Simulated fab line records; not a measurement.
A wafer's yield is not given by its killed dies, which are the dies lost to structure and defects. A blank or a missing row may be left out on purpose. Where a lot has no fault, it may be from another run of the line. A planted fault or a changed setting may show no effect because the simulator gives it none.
Check of tool commonality | flow ritCmos | 13 lots, 39 wafers sampled

## REASON IT WAS OPENED
Flagged at RIT_GATE_CD_MEAS_16: reading cdNm, on 1 of 13 lots. Wafers without a fault read 149.8 nm, standard deviation 2.3.
Rule: flag the lot when none of its wafers has a number, or when each of its wafers that has one lies beyond 4 standard deviations from that mean. The other lots count as sound.

lot  | measured    | on       | cdNm (nm), wafer by wafer | flag
L791 | day 2 16:55 | cdSem-02 | 150.4 150.4 151.8         | 
L792 | day 2 18:32 | cdSem-02 | 152.0 150.2 150.7         | 
L793 | day 3 03:59 | cdSem-02 | 150.8 149.7 151.0         | 
L795 | day 3 10:34 | cdSem-02 | 153.9 155.9 155.4         | 
L799 | day 4 06:54 | cdSem-01 | 193.3 193.4 193.9         | FLAGGED
L807 | day 5 23:34 | cdSem-01 | 150.9 149.3 148.8         | 
L808 | day 6 03:56 | cdSem-02 | 149.3 148.7 149.2         | 
L809 | day 6 11:22 | cdSem-02 | 151.0 151.2 151.4         | 
L810 | day 6 13:19 | cdSem-01 | 146.8 145.5 147.0         | 
L811 | day 6 20:52 | cdSem-01 | 145.4 145.6 149.1         | 
L812 | day 6 23:29 | cdSem-02 | 153.0 149.2 151.3         | 
L813 | day 7 06:20 | cdSem-02 | 146.9 148.0 148.3         | 
L814 | day 7 11:42 | cdSem-01 | 154.3 153.5 155.0         | 
The numbers of the flagged lots are 193.5 nm on average: +43.7 nm against the usual, or +19 standard deviations.

## LOT BY LOT: THE TOOL USED
The record holds 1 process step before the reading, out of a route of 202 steps. Cell contents, in order: the tool; ch with the chambers the sampled wafers went through; the start.
lot  | flag    | RIT_GATE_EXPOSE_13
L791 |         | ilineStepper-02 ch 0, day 2 16:31
L792 |         | ilineStepper-02 ch 0, day 2 18:08
L793 |         | ilineStepper-02 ch 0, day 3 03:35
L795 |         | ilineStepper-02 ch 0, day 3 10:10
L799 | FLAGGED | ilineStepper-02 ch 0, day 4 06:30
L807 |         | ilineStepper-02 ch 0, day 5 23:10
L808 |         | ilineStepper-02 ch 0, day 6 03:32
L809 |         | ilineStepper-01 ch 0, day 6 10:58
L810 |         | ilineStepper-01 ch 0, day 6 12:55
L811 |         | ilineStepper-01 ch 0, day 6 20:28
L812 |         | ilineStepper-01 ch 0, day 6 23:05
L813 |         | ilineStepper-02 ch 0, day 7 05:56
L814 |         | ilineStepper-02 ch 0, day 7 11:13
These steps, and what they do:
- RIT_GATE_EXPOSE_13: exposes mask M6, target cd 150 nm.
- RIT_GATE_CD_MEAS_16: target cd 150 nm.

## FLAGGED OVER TOTAL, TOOL BY TOOL (the gauges that took the reading come last)
step                | tool            | lots run | flagged | share of the flagged lots | sound lots run after its first flagged lot
RIT_GATE_EXPOSE_13  | ilineStepper-01 | 4        | 0       | none                      | -
RIT_GATE_EXPOSE_13  | ilineStepper-02 | 9        | 1       | all                       | 4 (L807,L808,L813,L814)
RIT_GATE_CD_MEAS_16 | cdSem-01        | 5        | 1       | all                       | 4 (L807,L810,L811,L814)
RIT_GATE_CD_MEAS_16 | cdSem-02        | 8        | 0       | none                      | -

## WHAT IS ALLOWED BY THE TABLE
ilineStepper-02 at RIT_GATE_EXPOSE_13 and cdSem-01 at RIT_GATE_CD_MEAS_16 are the 2 rows of the table that ran each flagged lot.
- ilineStepper-02 at RIT_GATE_EXPOSE_13 ran 9 lots, 1 of them flagged. Sound lots ran on it after the first flagged one (L807, L808, L813, L814), which a lasting fault on the whole tool wouldn't allow.
- cdSem-01 at RIT_GATE_CD_MEAS_16 ran 5 lots, 1 of them flagged. Sound lots ran on it after the first flagged one (L807, L810, L811, L814), which a lasting fault on the whole tool wouldn't allow.
Every row of the table either missed a flagged lot or ran a sound lot after the first.

## WHAT WAS PUT IN BY THE SIMULATOR
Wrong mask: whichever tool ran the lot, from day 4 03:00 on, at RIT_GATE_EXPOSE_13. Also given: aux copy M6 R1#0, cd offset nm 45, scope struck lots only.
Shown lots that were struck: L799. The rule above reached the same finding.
